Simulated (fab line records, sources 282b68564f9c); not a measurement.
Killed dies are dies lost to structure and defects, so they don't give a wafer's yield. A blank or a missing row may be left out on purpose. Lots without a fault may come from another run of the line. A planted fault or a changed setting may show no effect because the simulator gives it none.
Split-lot experiment | flow rit_cmos | 5 lots, 23 wafers read, on a route of 202 steps

THE SPLIT
At RIT_CONTACT_CVD_00 (deposits SiO2 from TEOS, target thk 400 nm, time 61 s), the setting time_s was moved away from the recipe's 61 s on 8 of the 23 wafers read, by -12.2% to +13.3%. The other wafers ran this setting at the recipe's value.

The file shows no step between the split and the reading.

THE READING
CONTACT_TEOS_THK, in nm, at RIT_CONTACT_THK_MEAS_01. Fault-free wafers of this fab line usually give 401 nm, standard deviation 4.6 nm.

wafer  | tool, chamber at the split | time_s as run, s | against the recipe | CONTACT_TEOS_THK, nm | against lot-mates on the recipe
L075.1 | pecvd-01, 0                | 69.14            | +13.3%             | 451                  | +52
L075.3 | pecvd-01, 1                | 61               | recipe             | 395                  | -
L075.4 | pecvd-01, 1                | 69.14            | +13.3%             | 456                  | +58
L075.5 | pecvd-01, 2                | 69.14            | +13.3%             | 455                  | +56
L075.6 | pecvd-01, 0                | 61               | recipe             | 402                  | -
L076.1 | pecvd-03, 1                | 61               | recipe             | 397                  | -
L076.2 | pecvd-03, 2,0              | 53.58            | -12.2%             | 347                  | -49
L076.3 | pecvd-03, 0                | 61               | recipe             | 392                  | -
L076.4 | pecvd-03, 1                | 61               | recipe             | 399                  | -
L076.5 | pecvd-03, 2,0              | 53.58            | -12.2%             | 354                  | -42
L078.1 | pecvd-01, 0                | 61               | recipe             | 396                  | -
L078.2 | pecvd-01, 2                | 61               | recipe             | 392                  | -
L078.3 | pecvd-01, 1                | 61               | recipe             | 396                  | -
L078.4 | pecvd-01, 2                | 61               | recipe             | 402                  | -
L078.6 | pecvd-01, 1                | 61               | recipe             | 406                  | -
L079.3 | pecvd-03, 1                | 61               | recipe             | 398                  | -
L079.4 | pecvd-03, 1                | 61               | recipe             | 401                  | -
L079.5 | pecvd-03, 0                | 61               | recipe             | 398                  | -
L084.1 | pecvd-01, 1,0              | 53.65            | -12.0%             | 354                  | -52
L084.2 | pecvd-01, 1,0              | 53.65            | -12.0%             | 351                  | -55
L084.4 | pecvd-01, 1                | 61               | recipe             | 405                  | -
L084.5 | pecvd-01, 0                | 61               | recipe             | 407                  | -
L084.6 | pecvd-01, 2                | 53.65            | -12.0%             | 352                  | -54
Where a row lists several chambers, the file gives one row for several wafers and doesn't say which wafer went through which chamber.

THE FIT
A straight line over all 23 wafers: CONTACT_TEOS_THK changes by +4.01 nm for each +1% of time_s; r = +0.99; the points scatter about the line by 4.2 nm.
The same after taking each lot's own level away (the mean of its wafers on the recipe; 23 wafers): +4.16 nm for each +1%; r = +0.99; scatter 3.9 nm.
On that fit, the largest move of time_s shifts the reading by 56 nm.
The lots' own levels span 396.0 to 406.0 nm, that is 2.2 times the standard deviation above.
So the lot-to-lot level changes the slope little: the two slopes agree.
Check: with one of the wafers moved furthest among these (+13.3%) left out of the fit, the line predicts +56.3 nm for it against its lot-mates. It came out at +52.5 nm against them.

OTHER SPLITS ON THESE WAFERS
These wafers also went through other splits before the reading. Each is held against what the fit with the lots' levels taken away leaves over:
other split on the same wafers              | wafers away from the commonest value | r with CONTACT_TEOS_THK (lot level and that fit taken away)
RIT_SILICIDE_SPUTTER_01 chamber_pressure_pa | 18                                   | +0.35

THE WHOLE CHAIN: every reading that the file lists as answering this split, in the file's order
step                    | what it does                                          | reading                                                                        | change (the file's fit)              | r (the file's)
RIT_CONTACT_CVD_00      | deposits SiO2 from TEOS, target thk 400 nm, time 61 s | SiO2_of_CONTACT_CVD_00.thk_nm (the simulator's own value, which no gauge read) | +4.25 nm for each +1% of the setting | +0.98
RIT_CONTACT_THK_MEAS_01 |                                                       | CONTACT_TEOS_THK                                                               | +4.12 for each +1% of the setting    | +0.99

THE FILE'S OWN FIT
CONTACT_TEOS_THK changes by +4.12 nm for each +1% of time_s, r = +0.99.
